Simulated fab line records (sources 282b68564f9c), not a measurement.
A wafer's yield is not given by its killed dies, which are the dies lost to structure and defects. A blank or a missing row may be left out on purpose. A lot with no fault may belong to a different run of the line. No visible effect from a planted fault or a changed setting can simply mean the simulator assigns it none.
Which of the tools did it? ; flow rit_cmos ; 6 lots, 18 wafers sampled, at 2 steps of a route of 202

WHAT THE GAUGES READ, wafer by wafer
RIT_GATE_CD_MEAS_16: the cd target is 150 nm.
lot;measured;on;cd_nm (nm)
L195;day 2 18:38;cd_sem-02;148.2 150.2 151.4
L199;day 3 14:18;cd_sem-02;149.7 148.3 148.9
L204;day 4 14:44;cd_sem-02;152.6 149.6 153.4
L210;day 5 19:53;cd_sem-01;150.7 153.0 150.9
L212;day 6 06:46;cd_sem-01;150.1 154.2 153.0
L214;day 6 17:04;cd_sem-02;150.0 149.8 148.4

EACH LOT AND THE TOOL THAT RAN IT (in order: tool; ch and the chambers of the sampled wafers; start)
lot;RIT_GATE_DEVELOP_15
L195;litho_track-04 ch 0, day 2 18:00
L199;litho_track-02 ch 0, day 3 14:00
L204;litho_track-02 ch 0, day 4 14:00
L210;litho_track-01 ch 0, day 5 19:00
L212;litho_track-04 ch 0, day 6 06:00
L214;litho_track-01 ch 0, day 6 16:00
- RIT_GATE_DEVELOP_15: develop time 50 s.

THE ANSWER, worked out from the rows above alone
Rule: what is usual is taken from the lots themselves. Put in order of their means at a reading, lots are off if they are a third of the lots or fewer, leave a main group of 4 or more, and stand apart from it by a gap of 3 or more times the standard deviation of the main group's means; of several such gaps the widest counts. Not used: any main group whose means are identical at the precision the tables above print for the reading. Also off: a lot with no number at a reading for which 4 or more lots have one. Any other lot the step has rows for is counted as sound.
Across all readings shown, no lot is off: no conclusion can be drawn from this.

WHAT THE SIMULATOR HAD INSERTED
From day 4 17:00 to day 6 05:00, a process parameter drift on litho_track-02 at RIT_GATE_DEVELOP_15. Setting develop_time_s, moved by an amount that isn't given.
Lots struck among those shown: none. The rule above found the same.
